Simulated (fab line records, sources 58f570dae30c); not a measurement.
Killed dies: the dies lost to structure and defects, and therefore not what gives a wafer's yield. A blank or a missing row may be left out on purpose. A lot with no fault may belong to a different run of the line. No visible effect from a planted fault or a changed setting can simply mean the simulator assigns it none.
fab line records    flow berkeley_cmos170
[record] lots = 14  wafers = 42  last_day = 12
route steps=331 shown START@4 NWELL@27 PWELL@46 ACTIVE@73
lots untouched by any fault: they come from a run of this same line in which no faults occurred
start_h: start of the lot's first displayed wafer, in hours after the record's first day    wait_h: time in hours since the lot's previous step    " the same as in the row above    L1.1+2: a single row standing in for several wafers    - either no value or no given start    * or withheld: withheld    < > ~ a bound
route shown NAME@n: a module of which the file shows steps, and the number in the route of the first    usual: mean/standard deviation of fault-free wafers    same: alike in all rows    chamber/n: place in a boat    sites: each site's reading    _std_site: the standard deviation of these    _edge_site: outer sites' mean less inner sites'    radius_mm: how far each site lies from the wafer's centre    mask NAME#n: copy n    behind: the most recent tool/chamber to have shaped the wafer    hold: the reason the lot was held/the length of the hold in hours/how it ended    device: which transistor (n, p or np) failed to switch    end of line: the route-end tests of the same wafers    a step given without rows: its recipe and nothing more    killed: dies lost to structure and defects at the first sort, not the wafer's yield    map: per-die view of a wafer (x killed, . not killed, _ where there is no die)
set.NAME: the run value of the setting; set.NAME@STEP: its run value at that earlier step    model.NAME: the simulator's own value behind a step, which no gauge read
route steps across a sampled set of lots; one table per step, one row per wafer
services: from which hour (start_h, from the record's first day; less than 0 if before it) a tool's chamber was out of use, for how many hours, and why
[[steps]]
[step UCB170_START_THK_MEAS_03]
[recipe] reads = SiO2_of_START_OXIDATION_02
[usual] START_OXIDE_THK = 20.1/0.38
lot.wafer  tool           chamber  start_h  wait_h  START_OXIDE_THK[nm]
L860.2     film_metro-04  -        12.61    0.1     20.6
L860.4     "              -        "        "       20.8
L860.5     "              -        "        "       20.5
L862.1     film_metro-03  -        24.23    0.0     20.4
L862.2     "              -        "        "       20.2
L862.3     "              -        "        "       20.0
L863.4     film_metro-01  -        28.82    0.0     20.3
L863.5     "              -        "        "       20.3
L863.6     "              -        "        "       20.2
L864.1     film_metro-03  -        33.76    0.0     19.8
L864.4     "              -        "        "       19.9
L864.6     "              -        "        "       19.8
L866.1     film_metro-04  -        45.01    0.0     20.3
L866.2     "              -        "        "       20.4
L866.6     "              -        "        "       20.3
L867.2     film_metro-03  -        49.52    0.0     20.4
L867.4     "              -        "        "       20.4
L867.6     "              -        "        "       20.3
L874.1     film_metro-03  -        83.77    0.0     19.8
L874.2     "              -        "        "       19.6
L874.5     "              -        "        "       19.9
L875.3     film_metro-03  -        89.92    0.0     19.9
L875.4     "              -        "        "       19.7
L875.5     "              -        "        "       19.5
L876.1     film_metro-03  -        94.01    0.0     20.1
L876.3     "              -        "        "       20.4
L876.4     "              -        "        "       20.2
L878.2     film_metro-01  -        103.19   0.0     19.9
L878.4     "              -        "        "       20.4
L878.6     "              -        "        "       20.4
L880.1     film_metro-04  -        118.68   0.0     19.8
L880.2     "              -        "        "       19.5
L880.3     "              -        "        "       19.4
L881.1     film_metro-03  -        118.68   0.0     19.4
L881.3     "              -        "        "       19.2
L881.5     "              -        "        "       19.0
L883.2     film_metro-04  -        131.30   0.0     20.2
L883.4     "              -        "        "       20.3
L883.6     "              -        "        "       20.3
L882.2     film_metro-03  -        131.30   0.0     19.5
L882.3     "              -        "        "       19.5
L882.4     "              -        "        "       19.5
[step UCB170_NWELL_ETCH_13]
[recipe] chemistry = CH3F/Ar/O2  target = Si3N4  stop_on = SiO2  CH3F_flow_sccm = 20  Ar_flow_sccm = 50  O2_flow_sccm = 7  pressure_mtorr = 50  rf_w = 450  target_depth_a = 2464  over_etch_frac = 0.1  time_s = 154
[usual] chamber_pressure_mTorr = 50.00/0.054  drypump_motor_current_A = 5.8/0.64  oes_product_au = 0.936/0.011  throttle_valve_pct = 8.07/0.13
[same] time_s = 154
lot.wafer  tool         chamber  start_h  wait_h  chamber_pressure_mTorr  drypump_motor_current_A  oes_product_au  rf_hours_counter_h  throttle_valve_pct
L860.2     rie_diel-02  1        29.24    0.0     49.99                   6.7                      0.939           7                   8.23
L860.4     "            3        "        "       49.99                   5.7                      0.933           62                  7.89
L860.5     "            0        "        "       49.97                   6.4                      0.935           -                   8.14
L862.1     rie_diel-02  3        44.68    0.0     49.97                   5.7                      0.937           64                  7.91
L862.2     "            1        "        "       50.00                   6.7                      0.955           8                   8.22
L862.3     "            2        "        "       50.01                   6.3                      0.931           52                  8.17
L864.1     rie_diel-02  2        48.30    0.0     49.98                   6.4                      0.926           52                  8.20
L864.4     "            0        "        "       49.94                   6.4                      0.946           152                 8.13
L864.6     "            1        "        "       50.02                   6.7                      0.954           -                   8.20
L863.4     rie_diel-04  1        48.54    0.0     49.93                   5.2                      0.965           149                 8.12
L863.5     "            0        "        "       50.11                   6.4                      0.928           -                   7.96
L863.6     "            3        "        "       49.93                   5.4                      0.938           -                   8.05
L866.1     rie_diel-02  2        56.89    0.0     50.05                   6.3                      0.925           52                  8.22
L866.2     "            3        "        "       49.95                   5.7                      0.930           64                  7.90
L866.6     "            2        "        "       50.07                   6.4                      0.926           -                   8.21
L867.2     rie_diel-03  3        65.55    0.0     50.01                   4.9                      0.927           106                 7.90
L867.4     "            1        "        "       50.01                   5.0                      0.940           -                   8.25
L867.6     "            3        "        "       50.00                   4.9                      0.935           -                   7.88
L874.1     rie_diel-04  3        102.38   0.0     49.95                   5.3                      0.937           11                  8.05
L874.2     "            0        "        "       50.01                   6.4                      0.928           7                   7.95
L874.5     "            3        "        "       49.98                   5.4                      0.947           -                   8.06
L875.3     rie_diel-04  1        106.36   0.0     49.95                   5.1                      0.958           151                 8.14
L875.4     "            3        "        "       50.06                   5.4                      0.934           11                  8.03
L875.5     "            3        "        "       49.98                   5.4                      0.933           -                   8.05
L876.1     rie_diel-02  3        106.55   0.0     49.96                   5.7                      0.932           67                  7.89
L876.3     "            1        "        "       49.96                   6.7                      0.938           11                  8.22
L876.4     "            2        "        "       49.97                   6.4                      0.925           55                  8.22
L878.2     rie_diel-04  3        126.85   0.0     50.02                   5.4                      0.924           12                  8.05
L878.4     "            1        "        "       49.97                   5.2                      0.943           152                 8.13
L878.6     "            3        "        "       49.94                   5.4                      0.931           -                   8.05
L880.1     rie_diel-03  1        143.78   0.0     49.96                   5.0                      0.914           114                 8.26
L880.2     "            0        "        "       50.01                   6.0                      0.946           3                   7.98
L880.3     "            3        "        "       50.00                   4.9                      0.926           110                 7.91
L881.1     rie_diel-02  2        143.89   0.0     50.03                   6.3                      0.918           57                  8.19
L881.3     "            1        "        "       50.10                   6.7                      0.927           12                  8.21
L881.5     "            2        "        "       50.03                   6.4                      0.914           -                   8.21
L883.2     rie_diel-02  0        148.25   0.0     49.90                   6.4                      0.929           157                 8.13
L883.4     "            0        "        "       50.05                   6.4                      0.922           -                   8.15
L883.6     "            1        "        "       49.99                   6.7                      0.945           -                   8.24
L882.2     rie_diel-04  2        148.61   0.0     50.02                   4.8                      0.938           104                 7.91
L882.3     "            3        "        "       49.93                   5.4                      0.935           13                  8.04
L882.4     "            3        "        "       49.98                   5.4                      0.941           -                   8.06
[step UCB170_PWELL_DEVELOP_12]
[recipe] developer = TMAH  develop_time_s = 45  resist = KrF  dev_temp_c = 21
[usual] chill_plate_temp_C = 23.00/0.097  develop_time_s = 45/0  exhaust_pa = 45.2/0.81
lot.wafer  tool            chamber  start_h  wait_h  chill_plate_temp_C  develop_time_s  exhaust_pa
L860.2     litho_track-03  0        46       -       22.84               45              45.6
L860.4     "               0        "        "       22.95               45              45.8
L860.5     "               0        "        "       22.93               45              45.1
L862.1     litho_track-01  0        64       -       22.81               45              46.0
L862.2     "               0        "        "       22.96               45              45.4
L862.3     "               0        "        "       22.96               45              46.5
L864.1     litho_track-03  0        64       -       23.04               45              43.8
L864.4     "               0        "        "       23.06               45              44.0
L864.6     "               0        "        "       22.94               45              45.2
L863.4     litho_track-01  -        64       -       -                   -               -
L863.5     "               -        "        "       -                   -               -
L863.6     "               -        "        "       -                   -               -
L866.1     litho_track-01  -        70       -       -                   -               -
L866.2     "               -        "        "       -                   -               -
L866.6     "               -        "        "       -                   -               -
L867.2     litho_track-01  0        86       -       22.96               45              45.1
L867.4     "               0        "        "       23.02               45              45.5
L867.6     "               0        "        "       23.00               45              45.4
L874.1     litho_track-02  0        125      -       23.01               45              46.0
L874.2     "               0        "        "       23.16               45              44.6
L874.5     "               0        "        "       23.03               45              43.7
L876.1     litho_track-01  0        136      -       22.99               45              45.5
L876.3     "               0        "        "       22.96               45              45.3
L876.4     "               0        "        "       23.06               45              44.2
L875.3     litho_track-02  0        136      -       22.86               45              45.3
L875.4     "               0        "        "       22.90               45              43.6
L875.5     "               0        "        "       23.09               45              44.1
L878.2     litho_track-03  0        143      -       22.85               45              46.2
L878.4     "               0        "        "       22.94               45              46.3
L878.6     "               0        "        "       22.97               45              45.7
L880.1     litho_track-01  0        159      -       23.02               45              44.6
L880.2     "               0        160      -       23.00               45              45.9
L880.3     "               0        "        "       23.05               45              44.4
L881.1     litho_track-01  0        165      -       23.07               45              45.9
L881.3     "               0        "        "       22.94               45              45.8
L881.5     "               0        "        "       23.04               45              44.9
L882.2     litho_track-01  0        166      -       23.02               45              45.7
L882.3     "               0        "        "       22.86               45              43.6
L882.4     "               0        "        "       22.95               45              44.9
L883.2     litho_track-03  0        166      -       22.99               45              46.0
L883.4     "               0        "        "       23.19               45              45.2
L883.6     "               0        "        "       22.95               45              44.4
[step UCB170_ACTIVE_CD_MEAS_13]
[recipe] target_cd_nm = 1200
[usual] cd_nm = 1199.5/1.4
lot.wafer  tool       chamber  start_h  wait_h  cd_nm
L860.2     cd_sem-02  -        71.52    -       1200.8
L860.4     "          -        "        "       1199.7
L860.5     "          -        "        "       1199.7
L862.1     cd_sem-02  -        91.51    -       1199.3
L862.2     "          -        "        "       1199.1
L862.3     "          -        "        "       1199.9
L864.1     cd_sem-01  -        91.79    -       1198.6
L864.4     "          -        "        "       1198.9
L864.6     "          -        "        "       1199.6
L867.2     cd_sem-01  -        120.01   -       1199.2
L867.4     "          -        "        "       1198.5
L867.6     "          -        "        "       1199.7
L874.1     cd_sem-01  -        152.32   -       1199.9
L874.2     "          -        "        "       1198.7
L874.5     "          -        "        "       1199.2
L875.3     cd_sem-01  -        158.89   -       1201.5
L875.4     "          -        "        "       1199.7
L875.5     "          -        "        "       1200.0
L876.1     cd_sem-01  -        159.13   -       1200.9
L876.3     "          -        "        "       1199.9
L876.4     "          -        "        "       1200.7
L878.2     cd_sem-01  -        169.81   -       1199.6
L878.4     "          -        "        "       1198.5
L878.6     "          -        "        "       1199.1
L880.1     cd_sem-01  -        181.43   -       1200.1
L880.2     "          -        "        "       1198.5
L880.3     "          -        "        "       1199.9
L881.1     cd_sem-01  -        189.90   -       1196.9
L881.3     "          -        "        "       1197.6
L881.5     "          -        "        "       1198.4
L882.2     cd_sem-01  -        197.28   -       1199.2
L882.3     "          -        "        "       1200.1
L882.4     "          -        "        "       1198.2
L883.2     cd_sem-02  -        197.75   -       1200.5
L883.4     "          -        "        "       1200.0
L883.6     "          -        "        "       1199.9
[[services]]
tool         chamber  start_h  hours  kind
rie_diel-04  -        7.28     0.7    repair
rie_diel-04  -        22.88    1.2    repair
rie_diel-03  0        53.10    -      clean
rie_diel-03  0        53.10    19.8   scheduled_down
rie_diel-03  0        53.10    19.8   vent_cycle
rie_diel-04  -        54.79    0.8    repair
rie_diel-04  0        133.96   8.4    repair
rie_diel-02  2        145.85   15.8   repair
rie_diel-04  1        146.01   -      clean
rie_diel-04  1        146.01   14.7   scheduled_down
rie_diel-04  1        146.01   14.7   vent_cycle
rie_diel-02  0        161.69   -      clean
rie_diel-02  0        161.69   15.3   scheduled_down
rie_diel-02  0        161.69   15.3   vent_cycle
[[key]]
[first_sign] step = UCB170_PWELL_DEVELOP_12  reading = tool_record  direction = missing
effect none on later readings
met_at UCB170_PWELL_DEVELOP_12
struck_lots L863,L866
later_rows_left_out L863.4,L863.5,L863.6,L866.1,L866.2,L866.6
sort_left_out L863.4,L863.5,L863.6,L866.1,L866.2,L866.6
tester_left_out L863,L866
not_acting_at UCB170_START_THK_MEAS_03,UCB170_NWELL_ETCH_13,UCB170_ACTIVE_CD_MEAS_13
[fault] kind = skipped_step_whole  tool = litho_track-01  chamber = -  onset_h = 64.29  steps = UCB170_PWELL_DEVELOP_12  scope = struck_lots_only
// tester_left_out: of these lots the tester's yield and bins aren't shown, on N5 and GAA mostly nor the transistor test; their killed dies are dies lost to structure and defects alone, not to doping, threshold or leakage, so they don't give the yield
// sort_left_out: the simulated sort isn't trusted on such a fault, so these wafers' sort isn't shown, and their yield isn't known
// later_rows_left_out: the simulator's readings of these wafers behind a module that went badly wrong aren't trusted and aren't shown, but for the sort
